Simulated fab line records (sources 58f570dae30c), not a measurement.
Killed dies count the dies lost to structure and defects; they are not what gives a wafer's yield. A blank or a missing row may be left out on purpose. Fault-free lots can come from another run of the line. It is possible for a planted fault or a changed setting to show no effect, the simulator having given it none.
Which tool was responsible? + flow berkeley-cmos170 + 42 wafers from 14 lots sampled at 3 of the route's 331 steps

## WHAT THE GAUGES READ, wafer by wafer
UCB170_V1_OVL_MEAS_13. Usual: V1_OVL -4 nm, standard deviation 5.2.
| lot  | measured     | on         | V1_OVL (nm) | flag |
|------|--------------|------------|-------------|------|
| L176 | day 7 08:00  | overlay-02 | -9 -11 -6   |      |
| L177 | day 7 08:16  | overlay-02 | -7 -13 -16  |      |
| L178 | day 7 19:32  | overlay-02 | -2 0 -2     |      |
| L179 | day 7 19:50  | overlay-02 | 5 -2 4      |      |
| L181 | day 8 09:09  | overlay-02 | 0 8 -6      |      |
| L185 | day 9 14:38  | overlay-01 | -3 -7 -5    |      |
| L187 | day 9 14:43  | overlay-02 | -2 8 2      |      |
| L186 | day 9 14:59  | overlay-02 | 1 -5 -7     |      |
| L188 | day 9 22:31  | overlay-01 | -7 -7 -8    |      |
| L189 | day 10 04:43 | overlay-02 | -2 -1 2     |      |
| L193 | day 11 06:34 | overlay-02 | -12 -8 -2   |      |
| L195 | day 11 07:10 | overlay-02 | -8 -5 -6    |      |
| L196 | day 12 05:17 | overlay-02 | -7 -2 -3    |      |
| L197 | day 12 13:31 | overlay-02 | 0 -11 -11   |      |

UCB170_V2_CD_MEAS_12: target cd 700 nm. Usual: cd-nm 700.2 nm, standard deviation 1.3.
| lot  | measured     | on        | cd-nm (nm)        | flag |
|------|--------------|-----------|-------------------|------|
| L176 | day 7 14:49  | cd-sem-01 | 697.9 698.0 697.9 |      |
| L177 | day 7 16:10  | cd-sem-02 | 702.1 702.1 703.3 |      |
| L178 | day 8 00:28  | cd-sem-02 | 697.7 697.9 697.9 |      |
| L179 | day 8 01:20  | cd-sem-02 | 699.4 699.6 699.5 |      |
| L181 | day 8 14:20  | cd-sem-01 | 700.1 699.3 700.0 |      |
| L185 | day 9 19:56  | cd-sem-02 | 700.1 698.8 699.0 |      |
| L187 | day 9 20:00  | cd-sem-01 | 699.8 701.1 700.1 |      |
| L186 | day 9 20:23  | cd-sem-02 | 699.1 697.9 699.9 |      |
| L188 | day 10 03:23 | cd-sem-02 | 702.7 702.7 702.1 |      |
| L189 | day 10 09:27 | cd-sem-02 | 700.4 699.0 698.8 |      |
| L193 | day 11 11:55 | cd-sem-02 | 701.0 701.8 700.7 |      |
| L195 | day 11 12:47 | cd-sem-01 | 699.6 699.5 700.3 |      |
| L196 | day 12 10:50 | cd-sem-01 | 703.6 703.1 702.6 |      |
| L197 | day 12 18:42 | cd-sem-02 | 699.8 700.0 699.3 |      |

## TOOL THAT RAN EACH LOT (tool first, then ch and the chambers of the sampled wafers, then the start)
| lot  | UCB170_M2_STRIP_07                   |
|------|--------------------------------------|
| L176 | plasma-asher-02 ch 0,1, day 7 09:40  |
| L177 | plasma-asher-03 ch 0,1, day 7 10:05  |
| L178 | plasma-asher-02 ch 0,1, day 7 20:45  |
| L179 | plasma-asher-01 ch 0,1, day 7 21:02  |
| L181 | plasma-asher-02 ch 0,1, day 8 10:22  |
| L185 | plasma-asher-03 ch 1, day 9 15:51    |
| L187 | plasma-asher-01 ch 0,1, day 9 16:00  |
| L186 | plasma-asher-02 ch 0,1, day 9 16:18  |
| L188 | plasma-asher-01 ch 0,1, day 9 23:45  |
| L189 | plasma-asher-02 ch 0,1, day 10 05:55 |
| L193 | plasma-asher-02 ch 0,1, day 11 08:05 |
| L195 | plasma-asher-01 ch 0,1, day 11 08:32 |
| L196 | plasma-asher-02 ch 0,1, day 12 06:29 |
| L197 | plasma-asher-01 ch 0,1, day 12 14:53 |
- UCB170_M2_STRIP_07: strips in O2.

## AS READ BY THE TOOLS THEMSELVES (means over the sampled wafers that have a number; for cases with no such wafer, the mark the record gives instead)
UCB170_M2_STRIP_07. Usual: drypump-motor-current-A 5.5 A, standard deviation 0.46; oes-product-au 0.734 a.u., standard deviation 0.0043; strip-time-to-endpoint-s 21.56 s, standard deviation 0.064.
| lot  | tool            | drypump-motor-current-A (A) | oes-product-au (a.u.) | strip-time-to-endpoint-s (s) | flag |
|------|-----------------|-----------------------------|-----------------------|------------------------------|------|
| L176 | plasma-asher-02 | 5.0                         | 0.733                 | 21.52                        |      |
| L177 | plasma-asher-03 | 5.6                         | 0.734                 | 21.56                        |      |
| L178 | plasma-asher-02 | 5.5                         | 0.734                 | 21.55                        |      |
| L179 | plasma-asher-01 | 5.7                         | 0.733                 | 21.54                        |      |
| L181 | plasma-asher-02 | 5.5                         | 0.737                 | 21.47                        |      |
| L185 | plasma-asher-03 | 5.6                         | 0.733                 | 21.58                        |      |
| L187 | plasma-asher-01 | 5.7                         | 0.735                 | 21.47                        |      |
| L186 | plasma-asher-02 | 5.5                         | 0.730                 | 21.55                        |      |
| L188 | plasma-asher-01 | 5.7                         | 0.733                 | 21.60                        |      |
| L189 | plasma-asher-02 | 5.0                         | 0.737                 | 21.58                        |      |
| L193 | plasma-asher-02 | 5.0                         | 0.733                 | 21.62                        |      |
| L195 | plasma-asher-01 | 5.8                         | 0.735                 | 21.59                        |      |
| L196 | plasma-asher-02 | 5.0                         | 0.733                 | 21.66                        |      |
| L197 | plasma-asher-01 | 5.7                         | 0.732                 | 21.68                        |      |

## THE ANSWER, worked out from the rows above alone
Rule: take the mean of a lot's wafers that have a number; if it is more than 3 standard deviations from the usual mean, the lot is off. A lot without any number at a reading at which 4 lots or more have one is off too. Any other lot the step has rows for is counted as sound. The gauges are gone through in route order, then the tools' own readings, and for those a lot's mean is taken as printed above. At the first step where some lot is off, the reading lying furthest off is the one used; lots without a number count as furthest.
Across all readings shown, no lot is off: no conclusion can be drawn from this.

## WHAT THE SIMULATOR HAD PUT IN
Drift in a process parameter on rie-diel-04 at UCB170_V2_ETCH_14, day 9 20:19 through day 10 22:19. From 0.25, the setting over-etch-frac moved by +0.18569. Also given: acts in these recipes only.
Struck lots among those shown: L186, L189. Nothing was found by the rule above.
